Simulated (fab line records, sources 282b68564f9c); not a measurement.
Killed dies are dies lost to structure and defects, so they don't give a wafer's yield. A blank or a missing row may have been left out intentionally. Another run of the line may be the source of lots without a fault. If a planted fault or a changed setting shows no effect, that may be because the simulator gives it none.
fab line records    flow ritCmos
[record] lots = 13  wafers = 39  lastDay = 7
route steps=202 shown PWELL@42 M1@202
lots that met no fault: from a run of the same line without faults
startH: the number of hours between the record's first day and the start of the first shown wafer of the lot    waitH: hours since the lot's step before    " identical to the entry in the row above    L1.1+2: several wafers, shown together as one row    - no value, or no start given    * or withheld: withheld    < > ~ a bound
route shown NAME@n: names a module that has steps shown in the file, with the first one's number in the route    usual: mean/standard deviation of fault-free wafers    same: alike in all rows    chamber/n: place in a boat    sites: per-site readings    _std_site: standard deviation across them    _edge_site: inner sites' mean taken away from outer sites' mean    radiusMm: for every site, how far away it sits from the centre of the wafer    mask NAME#n: copy n    behind: tool/chamber where the wafer was last shaped    hold: what put the lot on hold/how long, in hours/how the hold closed    device: which transistor (n, p or np) failed to switch    end of line: tests run on the same wafers once the route is complete    step lacking rows: just its recipe    killed: not the wafer's yield, but the dies lost to structure and defects at the first sort    map: the dies of a wafer, with x for killed, . for not killed, _ for no die there
set.NAME: the run value of the setting; set.NAME@STEP: its run value at that earlier step    model.NAME: the simulator's own value behind a step, which no gauge read
route steps across a sampled set of lots; one table per step, one row per wafer
services: when a tool's chamber went out of use (startH, in hours from the record's first day, below 0 if earlier), for how many hours, and the reason
[[steps]]
[step RIT_PWELL_EXPOSE_03]
[recipe] maskId = M3  na = 0.57  targetCdNm = 43700  doseMj = 250
[usual] stageVelMmS = 499.99/0.25
[same] na = 0.57
lot.wafer  tool             chamber  startH  waitH  mask  stageVelMmS
L573.4     ilineStepper-02  0        27.09   0.1    M3#0  499.98
L573.5     "                0        "       "      M3#0  500.07
L573.6     "                0        "       "      M3#0  500.45
L574.2     ilineStepper-02  0        29.53   0.1    M3#0  500.17
L574.5     "                0        "       "      M3#0  500.05
L574.6     "                0        "       "      M3#0  500.18
L579.1     ilineStepper-01  0        55.70   0.2    M3#0  500.07
L579.3     "                0        "       "      M3#0  499.86
L579.5     "                0        "       "      M3#0  500.11
L580.4     ilineStepper-01  0        58.67   0.1    M3#0  500.01
L580.5     "                0        "       "      M3#0  500.22
L580.6     "                0        "       "      M3#0  500.12
L581.1     ilineStepper-01  0        63.61   0.1    M3#0  500.47
L581.4     "                0        "       "      M3#0  499.81
L581.6     "                0        "       "      M3#0  500.17
L582.3     ilineStepper-01  0        69.19   0.1    M3#0  500.22
L582.5     "                0        "       "      M3#0  500.23
L582.6     "                0        "       "      M3#0  500.12
L583.1     ilineStepper-01  0        78.05   0.1    M2#0  500.49
L583.2     "                0        "       "      M2#0  500.41
L583.4     "                0        "       "      M2#0  500.09
L585.1     ilineStepper-01  0        85.85   0.1    M3#0  499.45
L585.4     "                0        "       "      M3#0  499.84
L585.6     "                0        "       "      M3#0  499.95
L588.1     ilineStepper-02  0        99.52   0.1    M3#0  499.71
L588.4     "                0        "       "      M3#0  499.76
L588.5     "                0        "       "      M3#0  499.77
L590.2     ilineStepper-02  0        109.50  0.1    M3#0  500.07
L590.3     "                0        "       "      M3#0  500.03
L590.5     "                0        "       "      M3#0  499.95
L592.1     ilineStepper-01  0        119.99  0.2    M3#0  500.12
L592.2     "                0        "       "      M3#0  500.07
L592.4     "                0        "       "      M3#0  499.93
L593.2     ilineStepper-01  0        125.54  0.1    M3#0  500.16
L593.4     "                0        "       "      M3#0  500.28
L593.6     "                0        "       "      M3#0  500.24
L595.1     ilineStepper-01  0        133.38  0.1    M3#0  500.02
L595.2     "                0        "       "      M3#0  499.91
L595.5     "                0        "       "      M3#0  499.50
[step RIT_PWELL_OVL_MEAS_06]
[usual] PWELL_OVL = -0.5/1.3
lot.wafer  tool        chamber  startH  waitH  PWELL_OVL[nm]
L573.4     overlay-02  -        27.48   -      -0.6
L573.5     "           -        "       "      0.8
L573.6     "           -        "       "      -0.4
L574.2     overlay-02  -        29.95   -      -1.2
L574.5     "           -        "       "      -1.2
L574.6     "           -        "       "      -0.5
L579.1     overlay-01  -        56.13   -      -2.2
L579.3     "           -        "       "      -3.6
L579.5     "           -        "       "      -4.2
L580.4     overlay-02  -        59.06   -      -1.3
L580.5     "           -        "       "      -1.9
L580.6     "           -        "       "      -0.5
L581.1     overlay-01  -        64.04   -      -0.2
L581.4     "           -        "       "      -0.7
L581.6     "           -        "       "      -1.3
L582.3     overlay-02  -        69.59   -      -2.1
L582.5     "           -        "       "      -0.7
L582.6     "           -        "       "      -1.6
L583.1     overlay-01  -        78.48   -      -
L583.2     "           -        "       "      -
L583.4     "           -        "       "      -
L585.1     overlay-02  -        86.28   -      -1.6
L585.4     "           -        "       "      1.0
L585.6     "           -        "       "      -0.7
L588.1     overlay-02  -        99.95   -      -1.0
L588.4     "           -        "       "      -0.4
L588.5     "           -        "       "      0.1
L590.2     overlay-01  -        109.92  -      0.6
L590.3     "           -        "       "      1.1
L590.5     "           -        "       "      -0.5
L592.1     overlay-02  -        120.42  -      2.3
L592.2     "           -        "       "      0.8
L592.4     "           -        "       "      0.7
L593.2     overlay-01  -        125.96  -      2.0
L593.4     "           -        "       "      1.0
L593.6     "           -        "       "      -0.9
L595.1     overlay-02  -        133.81  -      0.4
L595.2     "           -        "       "      -1.1
L595.5     "           -        "       "      0.4
[step RIT_PWELL_TW_MEAS_10]
[usual] PWELL_TW = 955/6.2
lot.wafer  tool          chamber  startH  waitH  PWELL_TW
L573.4     filmMetro-03  -        28.10   0.1    953
L573.5     "             -        "       "      955
L573.6     "             -        "       "      962
L574.2     filmMetro-02  -        30.57   0.1    952
L574.5     "             -        "       "      954
L574.6     "             -        "       "      949
L579.1     filmMetro-03  -        56.74   0.1    965
L579.3     "             -        "       "      964
L579.5     "             -        "       "      958
L580.4     filmMetro-02  -        59.69   0.1    947
L580.5     "             -        "       "      947
L580.6     "             -        "       "      950
L581.1     filmMetro-01  -        64.65   0.1    962
L581.4     "             -        "       "      964
L581.6     "             -        "       "      964
L582.3     filmMetro-01  -        70.21   0.1    969
L582.5     "             -        "       "      971
L582.6     "             -        "       "      974
L583.1     filmMetro-02  -        79.09   0.1    30
L583.2     "             -        "       "      30
L583.4     "             -        "       "      30
L585.1     filmMetro-01  -        86.89   0.1    949
L585.4     "             -        "       "      958
L585.6     "             -        "       "      963
L588.1     filmMetro-03  -        100.56  0.1    957
L588.4     "             -        "       "      959
L588.5     "             -        "       "      952
L590.2     filmMetro-02  -        110.54  0.1    949
L590.3     "             -        "       "      946
L590.5     "             -        "       "      946
L592.1     filmMetro-01  -        121.03  0.1    956
L592.2     "             -        "       "      953
L592.4     "             -        "       "      955
L593.2     filmMetro-02  -        126.58  0.1    954
L593.4     "             -        "       "      950
L593.6     "             -        "       "      953
L595.1     filmMetro-01  -        134.42  0.1    956
L595.2     "             -        "       "      957
L595.5     "             -        "       "      957
[step RIT_M1_PROBE_99]
[usual] killedAtContacts = 0.0/0.22  killedAtFrontEnd = 6.5/2.8  killedDies = 6.5/2.8  killedOnRim = 1.7/1.3  killedOpen = 3.2/1.8  killedShort = 3.3/2
[same] grossDies = 264  killed_at_M0_to_M3 = 0  killed_at_M4_up = 0  killedAtBackSide = 0  killedAtOther = 0
lot.wafer  tool       chamber  startH  waitH  killedAtContacts  killedAtFrontEnd  killedDies  killedOnRim  killedOpen  killedShort
L579.1     prober-01  -        95.31   0.1    0                 2                 2           0            2           0
L579.3     prober-01  -        95.41   0.2    0                 5                 5           1            3           2
L579.5     prober-01  -        95.51   0.2    0                 4                 4           0            3           1
L580.4     prober-02  -        99.05   0.2    0                 3                 3           0            0           3
L580.5     prober-02  -        99.10   0.2    0                 5                 5           3            3           2
L580.6     prober-02  -        99.15   0.2    0                 11                11          1            4           7
L583.1     prober-01  -        114.35  0.1    0                 264               264         70           3           0
L583.2     prober-01  -        114.40  0.1    0                 264               264         70           4           2
L583.4     prober-01  -        114.50  0.2    1                 263               264         70           4           4
L590.2     prober-02  -        151.64  0.1    0                 8                 8           1            4           4
L590.3     prober-02  -        151.69  0.2    0                 6                 6           2            5           1
L590.5     prober-02  -        151.79  0.2    0                 7                 7           2            3           4
L592.1     prober-02  -        158.73  0.1    0                 5                 5           2            2           3
L592.2     prober-02  -        158.78  0.1    0                 7                 7           2            3           4
L592.4     prober-02  -        158.88  0.2    0                 6                 6           2            2           4
L593.2     prober-01  -        163.15  0.1    1                 12                13          2            7           6
L593.4     prober-01  -        163.25  0.2    0                 4                 4           2            1           3
L593.6     prober-01  -        163.35  0.2    0                 4                 4           0            2           2
// killed by level:class
L579.1 GATE:geometricParticle:open=2
L579.3 FOX1:geometricParticle:open=2 FOX1:geometricParticle:short=1 FOX2:geometricParticle:open=1 REOX:geometricParticle:short=1
L579.5 GATE:geometricParticle:open=2 FOX2:geometricParticle:short=1 SILICIDE:geometricParticle:open=1
L580.4 SILICIDE:geometricParticle:short=2 SPACER:geometricParticle:short=1
L580.5 GATE:geometricParticle:open=2 FOX1:geometricParticle:short=1 REOX:geometricParticle:open=1 REOX:geometricParticle:short=1
L580.6 FOX1:geometricParticle:short=3 FOX2:geometricParticle:short=3 GATE:geometricParticle:open=2 ACTIVE:geometricParticle:open=1 GATE:geometricParticle:short=1 SILICIDE:geometricParticle:open=1
L583.1 PWELL:areaExpose=261 FOX1:geometricParticle:open=1 GATE:geometricParticle:open=1 REOX:geometricParticle:open=1
L583.2 PWELL:areaExpose=258 SPACER:geometricParticle:open=2 GATE:geometricParticle:short=1 GATE:geometricParticle:open=1 REOX:geometricParticle:short=1 REOX:geometricParticle:open=1
L583.4 PWELL:areaExpose=256 REOX:geometricParticle:open=2 FOX1:geometricParticle:open=1 FOX1:geometricParticle:short=1 GATE:geometricParticle:open=1 REOX:geometricParticle:short=1 SPACER:geometricParticle:short=1 CONTACT:geometricParticle:short=1
L590.2 GATE:geometricParticle:open=4 GATE:geometricParticle:short=2 SPACER:geometricParticle:short=1 SILICIDE:geometricParticle:short=1
L590.3 GATE:geometricParticle:open=3 REOX:geometricParticle:open=2 REOX:geometricParticle:short=1
L590.5 REOX:geometricParticle:short=3 GATE:geometricParticle:open=2 FOX1:geometricParticle:short=1 FOX2:geometricParticle:open=1
L592.1 REOX:geometricParticle:short=2 FOX1:geometricParticle:open=1 GATE:geometricParticle:short=1 REOX:geometricParticle:open=1
L592.2 GATE:geometricParticle:short=3 GATE:geometricParticle:open=2 REOX:geometricParticle:open=1 SPACER:geometricParticle:short=1
L592.4 REOX:geometricParticle:short=2 FOX1:geometricParticle:short=1 GATE:geometricParticle:open=1 GATE:geometricParticle:short=1 REOX:geometricParticle:open=1
L593.2 GATE:geometricParticle:short=3 REOX:geometricParticle:open=3 FOX2:geometricParticle:short=2 GATE:geometricParticle:open=2 FOX1:geometricParticle:open=1 FOX2:geometricParticle:open=1 CONTACT:geometricParticle:short=1
L593.4 SPACER:geometricParticle:short=2 REOX:geometricParticle:open=1 REOX:geometricParticle:short=1
L593.6 FOX2:geometricParticle:open=1 GATE:geometricParticle:open=1 REOX:geometricParticle:short=1 SPACER:geometricParticle:short=1
[[services]]
tool             chamber  startH  hours  kind
ilineStepper-01  -        27.38   1.7    pm
ilineStepper-01  -        43.35   1.9    repair
ilineStepper-01  -        88.92   28.9   pm
[[key]]
[firstSign] step = RIT_PWELL_EXPOSE_03  reading = mask  direction = changed
[effect] step = RIT_PWELL_OVL_MEAS_06  reading = PWELL_OVL  direction = missing
[effect] step = RIT_PWELL_TW_MEAS_10  reading = PWELL_TW  direction = down  sigmas = 99+  usual = 955  struck = 30
[effect] step = RIT_M1_PROBE_99  reading = killedAtFrontEnd  direction = up  sigmas = 93  usual = 6.5  struck = 263.7
[moreKillsBornAt] RIT_PWELL_EXPOSE_03@ilineStepper-01 = 775
metAt RIT_PWELL_EXPOSE_03
struckLots L583
testerLeftOut L583
onsetBetween 69.19 78.05
[fault] kind = wrongMask  tool = any  chamber = -  onsetH = 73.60  steps = RIT_PWELL_EXPOSE_03  auxCopy = M2#0  scope = struckLotsOnly
// testerLeftOut: of these lots the tester's yield and bins aren't shown, on N5 and GAA mostly nor the transistor test; their killed dies are dies lost to structure and defects alone, not to doping, threshold or leakage, so they don't give the yield
